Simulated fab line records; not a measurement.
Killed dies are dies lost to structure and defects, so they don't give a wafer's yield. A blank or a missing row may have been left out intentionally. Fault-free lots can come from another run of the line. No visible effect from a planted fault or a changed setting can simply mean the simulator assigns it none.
2 desks looking at one fault ; flow berkeley cmos170 ; what lay behind the numbers comes last; until then each desk has only its own

## METROLOGY DESK
Lot by lot, what the gauges showed, no matter which tool ran the lot: averages of those sampled wafers that carry a number. A lot is out of limits, marked OUT, if its mean lies more than 4 standard deviations from the usual mean; the brackets give that distance.
Columns: A = cd nm at UCB170_NSD_CD_MEAS_06, usual 1199.9 nm
lot;first seen here;A
L625;day 6 12:44;1199.3
L629;day 7 11:48;1201.2
L627;day 7 12:06;1197.9
L630;day 7 12:08;1198.5
L632;day 8 04:16;1198.4
L631;day 8 04:42;1199.5
L633;day 8 15:05;1201.7
L636;day 8 15:14;1201.0
L637;day 9 02:49;1201.7
L639;day 9 13:47;1205.4
L640;day 9 13:53;1200.0
L641;day 9 19:10;1206.4 (+4.3) OUT
L642;day 10 03:31;1199.6
L648;day 11 07:26;1199.5
This desk's verdict: out of limits on L641, starting with L641 at day 9 19:10 (cd nm at UCB170_NSD_CD_MEAS_06). Within limits: L625, L629, L627, L630, L632, L631, L633, L636, L637, L639, L640, L642, L648.

## FOR THE TOOL OWNER'S DESK: litho track-02
The tool's own readings at UCB170_NSD_PEB_04, given as means over the sampled wafers that have a number, one for each lot that went through this tool. A lot is out of limits, marked OUT, if its mean lies more than 4 standard deviations from the usual mean; the brackets give that distance.
Columns: A = heater power total W at UCB170_NSD_PEB_04, usual 56.80 W; B = plate temp C at UCB170_NSD_PEB_04, usual 130.01 C
lot;first seen here;A;B
L625;day 6 12:28;56.80;129.93
L633;day 8 14:49;56.81;130.07
L637;day 9 02:33;56.78;129.95
L639;day 9 13:31;57.33 (+12) OUT;131.05 (+8.7) OUT
L641;day 9 18:55;57.28 (+11) OUT;130.94 (+7.8) OUT
This desk's verdict: out of limits on L639, L641, starting with L639 at day 9 13:31 (heater power total W at UCB170_NSD_PEB_04). Within limits: L625, L633, L637.

## BROUGHT TOGETHER
The tool owner's desk had the chance to raise an alarm at day 9 13:31 on L639, L641.
An alarm was possible from the metrology desk at day 9 19:10, on L641.
The metrology desk holds a record of L639, inside its limits.
All the named lots went through UCB170_NSD_PEB_04 on litho track-02.

## WHAT HAD BEEN PUT IN BY THE SIMULATOR
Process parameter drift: litho track-02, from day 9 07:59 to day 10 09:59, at UCB170_NSD_PEB_04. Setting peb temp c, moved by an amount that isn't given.
Lots struck among those shown: L639, L641.
Time in hours from fault onset to the first out-of-limits reading at each desk: tool owner's desk 6, metrology desk 11.
